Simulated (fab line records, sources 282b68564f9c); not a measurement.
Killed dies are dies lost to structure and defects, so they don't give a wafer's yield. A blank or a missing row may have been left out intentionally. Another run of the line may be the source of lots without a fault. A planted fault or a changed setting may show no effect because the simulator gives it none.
Which of the tools did it? ; flow rit cmos ; 7 lots, 21 wafers sampled, at 5 steps of a route of 202

## WHAT EACH GAUGE READ, for each wafer
RIT_CONTACT_THK_MEAS_01.
lot;measured;on;CONTACT_TEOS_THK (nm)
L551;day 3 07:41;film metro-01;391 388 404
L554;day 4 02:42;film metro-02;396 405 407
L556;day 4 10:44;film metro-01;397 401 404
L558;day 5 01:07;film metro-03;400 395 402
L568;day 6 21:53;film metro-02;373 374 376 373 374 376
L570;day 7 06:52;film metro-01;385 384 391
L573;day 7 21:34;film metro-02;396 397 401

## WHICH TOOL RAN EACH LOT (tool, then ch and the chambers of the sampled wafers, then the start)
lot;RIT_NSD_STRIP_09;RIT_SILICIDE_SPUTTER_01;RIT_SILICIDE_RTA_04;RIT_CONTACT_CVD_00
L551;plasma asher-01 ch 0,1, day 3 04:34;pvd sputter-01, day 3 07:08;rtp anneal-01 ch 0, day 3 07:28;pecvd-03 ch 0,2, day 3 07:38
L554;plasma asher-02 ch 1, day 3 23:26;pvd sputter-04, day 4 02:08;rtp anneal-02 ch 0, day 4 02:28;pecvd-03 ch 1,2, day 4 02:39
L556;plasma asher-01 ch 0,1, day 4 07:39;pvd sputter-04, day 4 10:10;rtp anneal-02 ch 0, day 4 10:31;pecvd-02 ch 0,1,2, day 4 10:40
L558;plasma asher-02 ch 0,1, day 4 21:54;pvd sputter-04, day 5 00:29;rtp anneal-02 ch 0, day 5 00:49;pecvd-04 ch 0,1,2, day 5 01:04
L568;plasma asher-02 ch 0,1, day 6 18:38;pvd sputter-02, day 6 21:20;rtp anneal-01 ch 0, day 6 21:40;pecvd-02 ch 0,1,2, day 6 21:50
L570;plasma asher-03 ch 0,1, day 7 03:44;pvd sputter-01, day 7 06:19;rtp anneal-01 ch 0, day 7 06:38;pecvd-04 ch 0,2, day 7 06:49
L573;plasma asher-02 ch 0,1, day 7 18:26;pvd sputter-02, day 7 21:01;rtp anneal-02 ch 0, day 7 21:20;pecvd-04 ch 0,2, day 7 21:31
- RIT_NSD_STRIP_09: strips in O2, time 180 s.
- RIT_SILICIDE_SPUTTER_01: material Ti, target thk 30 nm, time 240 s.
- RIT_SILICIDE_RTA_04: time 10 s, ramp up 5 s, ramp down 5 s.
- RIT_CONTACT_CVD_00: deposits SiO2 from TEOS, target thk 400 nm, time 61 s.

## THE ANSWER, worked out from the rows above alone
Rule: the lots themselves supply what counts as usual. The widest of any qualifying gaps counts: lots, ordered by their means at a reading, are off when they make up no more than a third of the lots, leave a main group of 4 or more, and stand apart from it by 3 or more times the standard deviation of that group's means. The tables above print the reading to a certain number of digits; a main group whose means all agree to those digits is not used. Also off: a lot with no number at a reading for which 4 or more lots have one. Any other lot the step has rows for is counted as sound.
Nothing can be told from this: no lot is off at any reading shown.

## WHAT HAD BEEN PUT IN BY THE SIMULATOR
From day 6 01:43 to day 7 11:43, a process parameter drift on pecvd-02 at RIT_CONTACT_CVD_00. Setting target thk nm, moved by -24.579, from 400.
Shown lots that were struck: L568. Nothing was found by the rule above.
